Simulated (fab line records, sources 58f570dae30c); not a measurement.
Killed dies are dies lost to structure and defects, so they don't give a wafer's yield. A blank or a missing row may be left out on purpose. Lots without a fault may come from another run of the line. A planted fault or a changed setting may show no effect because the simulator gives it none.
A struck lot beside a sound one | flow berkeley_cmos170 | 44 steps out of a route of 331
Sound: wafers L701.2, L701.3, L701.6. Struck: wafers L708.1, L708.2, L708.5. The cause comes at the end.
At each step with rows: each side's tool, then ch and its chambers, then its first start. Under that, the readings that differ: sound wafers | struck wafers | difference of the means | sigmas: that difference in standard deviations of wafers without a fault.
alike: readings whose means differ by less than 2 such deviations, and words and numbers that are the same on both sides. not compared: withheld readings, readings that some wafer has no value for, bounds like >300 that may hide the same value, and numbers for which the record gives no deviation and whose values overlap.
The two part at a step that has a row with sigmas, a row that says differs or no value, or rows on one side only. Numbers that don't overlap but have no deviation are shown without sigmas and don't part them. A reading that every wafer of one side lacks parts them only if that side has two wafers or more.

first, 3 steps without rows for these wafers: UCB170_PVT_EXPOSE_03 (exposes mask NWELL, target cd 3000 nm); UCB170_PVT_PEB_04; UCB170_PVT_DEVELOP_05 (develop time 45 s).
UCB170_PVT_OVL_MEAS_06:
  sound on overlay-01, day 6 15:02; struck on overlay-02, day 8 01:25
  alike: PVT_OVL
then, 1 step without rows for these wafers: UCB170_PVT_IMPLANT_07.
UCB170_PVT_STRIP_08: strips in O2.
  sound on plasma_asher-01 ch 0, day 6 15:13; struck on plasma_asher-04 ch 0,1, day 8 01:37
  alike: drypump_motor_current_A, oes_product_au, strip_time_to_endpoint_s
  not compared: rf_hours_counter_h
UCB170_PVT_TW_MEAS_09:
  sound on film_metro-02, day 6 15:19; struck on film_metro-02, day 8 01:43
  alike: PVT_TW
then, 1 step without rows for these wafers: UCB170_GATE_WET_ETCH_00 (etches SiO2 in dHF, time 200 s).
UCB170_FIELD_THK_MEAS_91:
  sound on film_metro-04, day 6 15:27; struck on film_metro-04, day 8 01:50
  alike: FIELD_OXIDE_LEFT_2_THK
then, 1 step without rows for these wafers: UCB170_GATE_OXIDATION_01 (target thk 6.6 nm, ox time 1800 s).
UCB170_GATE_THK_MEAS_02:
  sound on film_metro-03, day 6 22:35; struck on film_metro-02, day 8 06:44
  alike: GATE_OXIDE_THK
then, 1 step without rows for these wafers: UCB170_GATE_ANNEAL_03 (time 1800 s).
UCB170_GATE_CVD_04: deposits poly-Si from SiH4, time 1440 s, target thk 214 nm.
  sound on lpcvd-02 ch 0, day 7 04:02; struck on lpcvd-01 ch 1, day 8 12:34
  reading                                  | sound             | struck            | difference | sigmas
  spike_tc_source_C (C)                    | 635 636 635       | 627 628 623       | -9         | -2
  model.poly-Si_of_GATE_CVD_04.thk_nm (nm) | 210.5 211.6 211.8 | 124.2 124.3 123.3 | -87.4      |
UCB170_GATE_THK_MEAS_05:
  sound on film_metro-01, day 7 05:26; struck on film_metro-03, day 8 14:40
  reading            | sound             | struck            | difference | sigmas
  GATE_POLY_THK (nm) | 210.4 211.5 211.6 | 124.2 124.3 123.3 | -87.2      | -42
then, 6 steps without rows for these wafers: UCB170_GATE_COAT_06; UCB170_GATE_COAT_07 (resist thk 900 nm); UCB170_GATE_SOFTBAKE_08 (time 60 s); UCB170_GATE_EXPOSE_09 (exposes mask POLY, target cd 350 nm); UCB170_GATE_PEB_10; UCB170_GATE_DEVELOP_11 (develop time 45 s).
UCB170_GATE_CD_MEAS_12: target cd 350 nm.
  sound on cd_sem-01, day 7 06:29; struck on cd_sem-01, day 8 15:48
  alike: cd_nm
UCB170_GATE_OVL_MEAS_13:
  sound on overlay-01, day 7 06:35; struck on overlay-02, day 8 15:55
  alike: GATE_OVL
UCB170_GATE_ETCH_14: etches BARC in N2/H2.
  sound on rie_diel-04 ch 0,1,3, day 7 06:37; struck on rie_diel-01 ch 1,3, day 8 15:58
  reading                     | sound       | struck      | difference | sigmas
  drypump_motor_current_A (A) | 6.5 5.9 5.7 | 5.1 5.1 5.0 | -1.0       | -2
  alike: bias_w, h2_flow_sccm, oes_product_au, throttle_valve_pct
UCB170_GATE_ETCH_15: etches poly-Si in HBr/Cl2, stops on SiO2, time 56.3 s, target depth 278.2 nm.
  sound on rie_si-02 ch 1,3, day 7 06:40; struck on rie_si-01 ch 1,2,3, day 8 16:00
  reading                          | sound             | struck            | difference | sigmas
  oes_product_au (a.u.)            | 0.816 0.823 0.821 | 0.617 0.576 0.608 | -0.220     | -15
  model.etch.depth_nm (nm)         | 210.5 211.6 211.8 | 124.2 124.3 123.3 | -87.4      |
  model.GATE.feature_depth_nm (nm) | 210.5 211.6 211.9 | 124.2 124.4 123.4 | -87.3      |
  alike: bias_w, drypump_motor_current_A, he_backside_leak_sccm, mfc_cl2_sccm, throttle_valve_pct
  not compared: rf_hours_counter_h
UCB170_GATE_STRIP_16: strips in O2.
  sound on plasma_asher-03 ch 1, day 7 06:42; struck on plasma_asher-04 ch 0,1, day 8 16:03
  reading                     | sound       | struck      | difference | sigmas
  drypump_motor_current_A (A) | 5.1 5.1 5.1 | 6.1 5.5 6.1 | +0.8       | +2
  alike: oes_product_au
  not compared: rf_hours_counter_h
UCB170_GATE_CD_MEAS_90: target cd 350 nm.
  sound on cd_sem-02, day 7 06:49; struck on cd_sem-01, day 8 16:24
  alike: cd_nm
then, 7 steps without rows for these wafers: UCB170_GATE_CLEAN_17 (cleans in SPM, time 600 s); UCB170_PLDD_HMDS_00 (prime time 60 s); UCB170_PLDD_COAT_01 (resist thk 900 nm); UCB170_PLDD_SOFTBAKE_02 (time 60 s); UCB170_PLDD_EXPOSE_03 (exposes mask PSELECT, target cd 1200 nm); UCB170_PLDD_PEB_04; UCB170_PLDD_DEVELOP_05 (develop time 45 s).
UCB170_PLDD_CD_MEAS_06: target cd 1200 nm.
  sound on cd_sem-02, day 7 08:28; struck on cd_sem-01, day 8 17:44
  alike: cd_nm
UCB170_PLDD_OVL_MEAS_07:
  sound on overlay-01, day 7 08:34; struck on overlay-02, day 8 17:51
  alike: PLDD_OVL
then, 2 steps without rows for these wafers: UCB170_PLDD_IMPLANT_08; UCB170_PLDD_IMPLANT_09.
UCB170_PLDD_STRIP_10: strips in O2.
  sound on plasma_asher-02 ch 0, day 7 08:53; struck on plasma_asher-04 ch 0,1, day 8 18:11
  reading                     | sound       | struck      | difference | sigmas
  drypump_motor_current_A (A) | 6.7 6.7 6.7 | 6.1 5.5 5.5 | -1.0       | -2
  alike: oes_product_au, strip_time_to_endpoint_s
  not compared: rf_hours_counter_h
UCB170_PLDD_TW_MEAS_11:
  sound on film_metro-03, day 7 09:00; struck on film_metro-03, day 8 18:17
  alike: PLDD_TW
then, 3 steps without rows for these wafers: UCB170_PLDD_CLEAN_12 (cleans in SPM, time 600 s); UCB170_NLDD_HMDS_00 (prime time 60 s); UCB170_NLDD_COAT_01 (resist thk 900 nm).
UCB170_SILICIDE_PRE_CLEAN_00: preclean etch time 60 s.
  sound on pvd_sputter-01, day 7 22:10; struck on pvd_sputter-01, day 9 13:09
  reading                                  | sound           | struck            | difference | sigmas
  model.poly-Si_of_GATE_CVD_04.thk_nm (nm) | 203.7 204.7 205 | 117.4 117.4 116.4 | -87.4      |
UCB170_M3_PROBE_99:
  the record has rows for the struck wafers here (prober-02, day 10 10:24) and none for the sound ones

WHERE THEY PART
First at UCB170_GATE_CVD_04; last, within this record, at UCB170_M3_PROBE_99.

WHY: what the simulator had put in
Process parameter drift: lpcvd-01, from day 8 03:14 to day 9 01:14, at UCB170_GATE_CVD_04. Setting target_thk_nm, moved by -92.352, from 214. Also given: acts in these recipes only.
